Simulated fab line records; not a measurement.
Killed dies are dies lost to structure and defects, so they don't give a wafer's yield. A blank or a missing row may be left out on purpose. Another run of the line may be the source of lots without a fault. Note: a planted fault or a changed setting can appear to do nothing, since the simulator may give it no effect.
Which of the tools did it? :: flow berkeleyCmos170 :: 15 lots (45 wafers sampled), 1 step of a 331-step route

WHAT THE GAUGES SHOWED, per wafer
UCB170_NLDD_OVL_MEAS_07. Usual: NLDD_OVL -2 nm, standard deviation 5.5.
lot: L607
measured: day 7 20:10
on: overlay-02
NLDD_OVL (nm): 5 2 1
flag: 

lot: L609
measured: day 8 05:02
on: overlay-02
NLDD_OVL (nm): -9 -5 -13
flag: 

lot: L608
measured: day 8 05:46
on: overlay-02
NLDD_OVL (nm): -5 -13 -5
flag: 

lot: L612
measured: day 8 14:32
on: overlay-01
NLDD_OVL (nm): -5 -12 -2
flag: 

lot: L611
measured: day 8 14:51
on: overlay-02
NLDD_OVL (nm): -1 -4 7
flag: 

lot: L610
measured: day 8 15:23
on: overlay-02
NLDD_OVL (nm): -2 -10 -7
flag: 

lot: L615
measured: day 9 15:12
on: overlay-01
NLDD_OVL (nm): 9 4 -2
flag: 

lot: L619
measured: day 10 04:46
on: overlay-01
NLDD_OVL (nm): 1 0 0
flag: 

lot: L622
measured: day 10 17:54
on: overlay-01
NLDD_OVL (nm): -4 -9 -7
flag: 

lot: L621
measured: day 10 18:23
on: overlay-01
NLDD_OVL (nm): 10 5 12
flag: 

lot: L623
measured: day 10 18:32
on: overlay-01
NLDD_OVL (nm): -2 -11 1
flag: 

lot: L627
measured: day 11 09:01
on: overlay-01
NLDD_OVL (nm): 0 3 4
flag: 

lot: L628
measured: day 11 19:46
on: overlay-01
NLDD_OVL (nm): -5 -2 -6
flag: 

lot: L629
measured: day 11 19:58
on: overlay-01
NLDD_OVL (nm): 0 -2 2
flag: 

lot: L630
measured: day 12 08:50
on: overlay-01
NLDD_OVL (nm): 8 4 -5
flag: 

EACH LOT AND THE TOOL THAT RAN IT (in order: tool; ch and the chambers of the sampled wafers; start)
The record shows no process step preceding these readings.

AS READ BY THE TOOLS THEMSELVES (means over the sampled wafers that have a number; for cases with no such wafer, the mark the record gives instead)
The record holds no such reading with a usual standard deviation.

THE ANSWER, worked out from the rows above alone
Rule: take the mean of a lot's wafers that have a number; if it is more than 3 standard deviations from the usual mean, the lot is off. A lot without any number at a reading at which 4 lots or more have one is off too. The other lots that the step has rows for count as sound. After the gauges, taken in route order, come the tools' own readings; for these a lot's mean is taken, as printed above. At the first step where some lot is off, the reading lying furthest off is the one used; lots without a number count as furthest.
Nothing can be told from this: no lot is off at any reading shown.

WHAT THE SIMULATOR PUT IN
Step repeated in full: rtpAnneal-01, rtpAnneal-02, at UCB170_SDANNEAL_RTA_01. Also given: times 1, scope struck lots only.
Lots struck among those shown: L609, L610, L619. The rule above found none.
